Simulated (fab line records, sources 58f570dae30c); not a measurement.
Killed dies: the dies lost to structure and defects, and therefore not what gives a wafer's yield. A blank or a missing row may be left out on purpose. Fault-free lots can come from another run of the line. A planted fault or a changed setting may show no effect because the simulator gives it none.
Which of the tools did it? || flow berkeley_cmos170 || 42 wafers from 14 lots sampled at 5 of the route's 331 steps

WHAT THE GAUGES SHOWED, per wafer
UCB170_START_BOW_MEAS_00. Usual: INCOMING_BOW typically reads -1 um, with standard deviation 5.6.
{"lot": "L330", "measured": "day 1 10:02", "on": "film_metro-02", "INCOMING_BOW (um)": "1 -2 0", "flag": ""}
{"lot": "L331", "measured": "day 1 15:02", "on": "film_metro-02", "INCOMING_BOW (um)": "0 -1 -9", "flag": ""}
{"lot": "L333", "measured": "day 2 01:00", "on": "film_metro-02", "INCOMING_BOW (um)": "-2 5 -3", "flag": ""}
{"lot": "L334", "measured": "day 2 06:01", "on": "film_metro-03", "INCOMING_BOW (um)": "-1 3 1", "flag": ""}
{"lot": "L335", "measured": "day 2 11:01", "on": "film_metro-01", "INCOMING_BOW (um)": "0 2 3", "flag": ""}
{"lot": "L336", "measured": "day 2 16:00", "on": "film_metro-01", "INCOMING_BOW (um)": "-2 6 -5", "flag": ""}
{"lot": "L337", "measured": "day 2 21:01", "on": "film_metro-02", "INCOMING_BOW (um)": "0 -2 3", "flag": ""}
{"lot": "L338", "measured": "day 3 02:02", "on": "film_metro-01", "INCOMING_BOW (um)": "7 8 2", "flag": ""}
{"lot": "L339", "measured": "day 3 07:00", "on": "film_metro-01", "INCOMING_BOW (um)": "11 -1 7", "flag": ""}
{"lot": "L346", "measured": "day 4 18:01", "on": "film_metro-02", "INCOMING_BOW (um)": "-8 5 -10", "flag": ""}
{"lot": "L347", "measured": "day 4 23:00", "on": "film_metro-01", "INCOMING_BOW (um)": "-3 3 -15", "flag": ""}
{"lot": "L350", "measured": "day 5 14:00", "on": "film_metro-02", "INCOMING_BOW (um)": "-1 4 -5", "flag": ""}
{"lot": "L351", "measured": "day 5 19:01", "on": "film_metro-02", "INCOMING_BOW (um)": "1 -5 -1", "flag": ""}
{"lot": "L352", "measured": "day 6 00:01", "on": "film_metro-03", "INCOMING_BOW (um)": "-4 8 -1", "flag": ""}

UCB170_ACTIVE_THK_MEAS_03. Usual: ACTIVE_OXIDE_THK typically reads 26.3 nm, with standard deviation 0.41.
{"lot": "L330", "measured": "day 4 11:41", "on": "film_metro-02", "ACTIVE_OXIDE_THK (nm)": "26.7 26.6 26.5", "flag": ""}
{"lot": "L331", "measured": "day 4 22:28", "on": "film_metro-01", "ACTIVE_OXIDE_THK (nm)": "25.7 25.5 25.9", "flag": ""}
{"lot": "L333", "measured": "day 5 22:49", "on": "film_metro-03", "ACTIVE_OXIDE_THK (nm)": "27.0 27.1 26.0", "flag": ""}
{"lot": "L334", "measured": "day 5 22:53", "on": "film_metro-01", "ACTIVE_OXIDE_THK (nm)": "26.8 26.1 26.3", "flag": ""}
{"lot": "L335", "measured": "day 5 22:53", "on": "film_metro-03", "ACTIVE_OXIDE_THK (nm)": "25.9 25.7 26.2", "flag": ""}
{"lot": "L336", "measured": "day 6 03:20", "on": "film_metro-01", "ACTIVE_OXIDE_THK (nm)": "26.2 26.2 26.5", "flag": ""}
{"lot": "L337", "measured": "day 5 22:50", "on": "film_metro-01", "ACTIVE_OXIDE_THK (nm)": "27.2 26.9 26.8", "flag": ""}
{"lot": "L338", "measured": "day 5 22:52", "on": "film_metro-02", "ACTIVE_OXIDE_THK (nm)": "26.3 26.6 26.3", "flag": ""}
{"lot": "L339", "measured": "day 6 09:52", "on": "film_metro-02", "ACTIVE_OXIDE_THK (nm)": "26.4 26.1 26.4", "flag": ""}
{"lot": "L346", "measured": "day 8 00:27", "on": "film_metro-03", "ACTIVE_OXIDE_THK (nm)": "26.1 25.4 25.7", "flag": ""}
{"lot": "L347", "measured": "day 8 07:19", "on": "film_metro-03", "ACTIVE_OXIDE_THK (nm)": "26.3 26.2 26.1", "flag": ""}
{"lot": "L350", "measured": "day 8 21:50", "on": "film_metro-03", "ACTIVE_OXIDE_THK (nm)": "26.3 26.1 26.4", "flag": ""}
{"lot": "L351", "measured": "day 8 21:51", "on": "film_metro-01", "ACTIVE_OXIDE_THK (nm)": "26.6 26.7 26.4", "flag": ""}
{"lot": "L352", "measured": "day 9 04:26", "on": "film_metro-01", "ACTIVE_OXIDE_THK (nm)": "26.7 26.1 26.0", "flag": ""}

UCB170_PFIELD_OVL_MEAS_06. Usual: PFIELD_OVL typically reads 1 nm, with standard deviation 5.7.
{"lot": "L330", "measured": "day 5 00:07", "on": "overlay-02", "PFIELD_OVL (nm)": "-1 8 -4", "flag": ""}
{"lot": "L331", "measured": "day 5 16:15", "on": "overlay-01", "PFIELD_OVL (nm)": "1 1 12", "flag": ""}
{"lot": "L333", "measured": "day 6 12:36", "on": "overlay-01", "PFIELD_OVL (nm)": "9 8 -4", "flag": ""}
{"lot": "L334", "measured": "day 6 12:34", "on": "overlay-01", "PFIELD_OVL (nm)": "6 15 12", "flag": ""}
{"lot": "L335", "measured": "day 6 12:51", "on": "overlay-02", "PFIELD_OVL (nm)": "12 4 10", "flag": ""}
{"lot": "L336", "measured": "day 6 14:49", "on": "overlay-01", "PFIELD_OVL (nm)": "-13 -3 -9", "flag": ""}
{"lot": "L337", "measured": "day 6 12:18", "on": "overlay-01", "PFIELD_OVL (nm)": "-2 4 5", "flag": ""}
{"lot": "L338", "measured": "day 6 12:35", "on": "overlay-02", "PFIELD_OVL (nm)": "-12 0 4", "flag": ""}
{"lot": "L339", "measured": "day 6 23:04", "on": "overlay-01", "PFIELD_OVL (nm)": "2 1 2", "flag": ""}
{"lot": "L346", "measured": "day 8 10:58", "on": "overlay-01", "PFIELD_OVL (nm)": "-4 0 -6", "flag": ""}
{"lot": "L347", "measured": "day 8 20:39", "on": "overlay-01", "PFIELD_OVL (nm)": "4 1 4", "flag": ""}
{"lot": "L350", "measured": "day 9 08:52", "on": "overlay-02", "PFIELD_OVL (nm)": "2 0 6", "flag": ""}
{"lot": "L351", "measured": "day 9 08:53", "on": "overlay-01", "PFIELD_OVL (nm)": "2 10 6", "flag": ""}
{"lot": "L352", "measured": "day 9 18:47", "on": "overlay-02", "PFIELD_OVL (nm)": "-2 7 2", "flag": ""}

WHICH TOOL RAN EACH LOT (tool, then ch and the chambers of the sampled wafers, then the start)
{"lot": "L330", "UCB170_NWELL_COAT_07": "litho_track-01 ch 0, day 2 16:03", "UCB170_NWELL_STRIP_15": "plasma_asher-04 ch 0,1, day 2 17:04"}
{"lot": "L331", "UCB170_NWELL_COAT_07": "litho_track-04 ch 0, day 3 02:54", "UCB170_NWELL_STRIP_15": "plasma_asher-04 ch 0,1, day 3 04:00"}
{"lot": "L333", "UCB170_NWELL_COAT_07": "litho_track-02 ch 0, day 3 14:02", "UCB170_NWELL_STRIP_15": "plasma_asher-02 ch 0,1, day 3 15:43"}
{"lot": "L334", "UCB170_NWELL_COAT_07": "litho_track-04 ch 0, day 3 14:18", "UCB170_NWELL_STRIP_15": "plasma_asher-04 ch 0,1, day 3 16:10"}
{"lot": "L335", "UCB170_NWELL_COAT_07": "litho_track-04 ch 0, day 3 21:56", "UCB170_NWELL_STRIP_15": "plasma_asher-04 ch 0,1, day 3 23:29"}
{"lot": "L336", "UCB170_NWELL_COAT_07": "litho_track-01 ch 0, day 3 22:11", "UCB170_NWELL_STRIP_15": "plasma_asher-02 ch 0,1, day 3 23:47"}
{"lot": "L337", "UCB170_NWELL_COAT_07": "litho_track-02 ch 0, day 3 21:45", "UCB170_NWELL_STRIP_15": "plasma_asher-04 ch 0,1, day 3 23:03"}
{"lot": "L338", "UCB170_NWELL_COAT_07": "litho_track-01 ch 0, day 3 21:47", "UCB170_NWELL_STRIP_15": "plasma_asher-01 ch 0,1, day 3 22:49"}
{"lot": "L339", "UCB170_NWELL_COAT_07": "litho_track-04 ch 0, day 4 05:22", "UCB170_NWELL_STRIP_15": "plasma_asher-04 ch 0,1, day 4 06:28"}
{"lot": "L346", "UCB170_NWELL_COAT_07": "litho_track-04 ch 0, day 5 18:44", "UCB170_NWELL_STRIP_15": "plasma_asher-02 ch 0,1, day 5 19:49"}
{"lot": "L347", "UCB170_NWELL_COAT_07": "litho_track-04 ch 0, day 6 04:50", "UCB170_NWELL_STRIP_15": "plasma_asher-01 ch 0,1, day 6 06:35"}
{"lot": "L350", "UCB170_NWELL_COAT_07": "litho_track-02 ch 0, day 6 22:31", "UCB170_NWELL_STRIP_15": "plasma_asher-01 ch 0,1, day 6 23:43"}
{"lot": "L351", "UCB170_NWELL_COAT_07": "litho_track-01 ch 0, day 6 22:31", "UCB170_NWELL_STRIP_15": "plasma_asher-04 ch 0,1, day 6 23:29"}
{"lot": "L352", "UCB170_NWELL_COAT_07": "litho_track-02 ch 0, day 7 02:28", "UCB170_NWELL_STRIP_15": "plasma_asher-01 ch 0,1, day 7 03:49"}
- UCB170_NWELL_COAT_07: resist thk 900 nm.
- UCB170_NWELL_STRIP_15: strips in O2.

WHAT THE TOOLS THEMSELVES READ (means of the sampled wafers that have a number; where no wafer has one, the mark that the record gives instead)
UCB170_NWELL_STRIP_15. Usual: drypump_motor_current_A 6.2 A, standard deviation 0.36; o2_flow_sccm 400.0 sccm, standard deviation 1.1; oes_product_au 0.721 a.u., standard deviation 0.0041; strip_time_to_endpoint_s 18.04 s, standard deviation 0.076.
{"lot": "L330", "tool": "plasma_asher-04", "drypump_motor_current_A (A)": 6.4, "o2_flow_sccm (sccm)": 400.9, "oes_product_au (a.u.)": 0.722, "strip_time_to_endpoint_s (s)": 18.00, "flag": ""}
{"lot": "L331", "tool": "plasma_asher-04", "drypump_motor_current_A (A)": 6.4, "o2_flow_sccm (sccm)": 400.3, "oes_product_au (a.u.)": 0.719, "strip_time_to_endpoint_s (s)": 18.09, "flag": ""}
{"lot": "L333", "tool": "plasma_asher-02", "drypump_motor_current_A (A)": 6.1, "o2_flow_sccm (sccm)": 400.1, "oes_product_au (a.u.)": 0.725, "strip_time_to_endpoint_s (s)": 18.00, "flag": ""}
{"lot": "L334", "tool": "plasma_asher-04", "drypump_motor_current_A (A)": 6.3, "o2_flow_sccm (sccm)": 399.7, "oes_product_au (a.u.)": 0.720, "strip_time_to_endpoint_s (s)": 17.92, "flag": ""}
{"lot": "L335", "tool": "plasma_asher-04", "drypump_motor_current_A (A)": 6.4, "o2_flow_sccm (sccm)": 400.2, "oes_product_au (a.u.)": 0.722, "strip_time_to_endpoint_s (s)": 18.03, "flag": ""}
{"lot": "L336", "tool": "plasma_asher-02", "drypump_motor_current_A (A)": 6.2, "o2_flow_sccm (sccm)": 400.4, "oes_product_au (a.u.)": 0.717, "strip_time_to_endpoint_s (s)": 18.02, "flag": ""}
{"lot": "L337", "tool": "plasma_asher-04", "drypump_motor_current_A (A)": 6.4, "o2_flow_sccm (sccm)": 399.9, "oes_product_au (a.u.)": 0.722, "strip_time_to_endpoint_s (s)": 17.97, "flag": ""}
{"lot": "L338", "tool": "plasma_asher-01", "drypump_motor_current_A (A)": 6.1, "o2_flow_sccm (sccm)": 399.4, "oes_product_au (a.u.)": 0.721, "strip_time_to_endpoint_s (s)": 18.01, "flag": ""}
{"lot": "L339", "tool": "plasma_asher-04", "drypump_motor_current_A (A)": 6.4, "o2_flow_sccm (sccm)": 399.9, "oes_product_au (a.u.)": 0.715, "strip_time_to_endpoint_s (s)": 18.03, "flag": ""}
{"lot": "L346", "tool": "plasma_asher-02", "drypump_motor_current_A (A)": 6.2, "o2_flow_sccm (sccm)": 400.4, "oes_product_au (a.u.)": 0.245, "strip_time_to_endpoint_s (s)": 0.33, "flag": "OFF"}
{"lot": "L347", "tool": "plasma_asher-01", "drypump_motor_current_A (A)": 5.7, "o2_flow_sccm (sccm)": 400.3, "oes_product_au (a.u.)": 0.245, "strip_time_to_endpoint_s (s)": 0.43, "flag": "OFF"}
{"lot": "L350", "tool": "plasma_asher-01", "drypump_motor_current_A (A)": 5.7, "o2_flow_sccm (sccm)": 401.0, "oes_product_au (a.u.)": 0.722, "strip_time_to_endpoint_s (s)": 18.06, "flag": ""}
{"lot": "L351", "tool": "plasma_asher-04", "drypump_motor_current_A (A)": 6.4, "o2_flow_sccm (sccm)": 401.2, "oes_product_au (a.u.)": 0.721, "strip_time_to_endpoint_s (s)": 18.02, "flag": ""}
{"lot": "L352", "tool": "plasma_asher-01", "drypump_motor_current_A (A)": 5.7, "o2_flow_sccm (sccm)": 400.0, "oes_product_au (a.u.)": 0.720, "strip_time_to_endpoint_s (s)": 18.05, "flag": ""}

THE ANSWER, worked out from the rows above alone
Rule: lot off if the mean of its wafers having a number is beyond 3 standard deviations from the usual mean. Also off: a lot with no number at a reading for which 4 or more lots have one. All remaining lots with rows at the step are treated as sound. After the gauges, taken in route order, come the tools' own readings; for these a lot's mean is taken, as printed above. At the first step where some lot is off, the reading lying furthest off is the one used; lots without a number count as furthest.
Off: L346, L347 (UCB170_NWELL_STRIP_15, strip_time_to_endpoint_s).
A tool fits if, at that step or a process step before it, it ran every lot that is off, and no sound lot after the first of them. One candidate fits, namely litho_track-04 at UCB170_NWELL_COAT_07. Its last sound lot is L339 (day 4 05:22), its first lot that is off L346 (day 5 18:44): a fault that began between those two fits.

WHAT WAS PUT IN BY THE SIMULATOR
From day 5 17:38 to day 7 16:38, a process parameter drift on litho_track-04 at UCB170_NWELL_COAT_07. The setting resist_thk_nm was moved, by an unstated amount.
Shown lots that were struck: L346, L347. The same result came from the rule above.
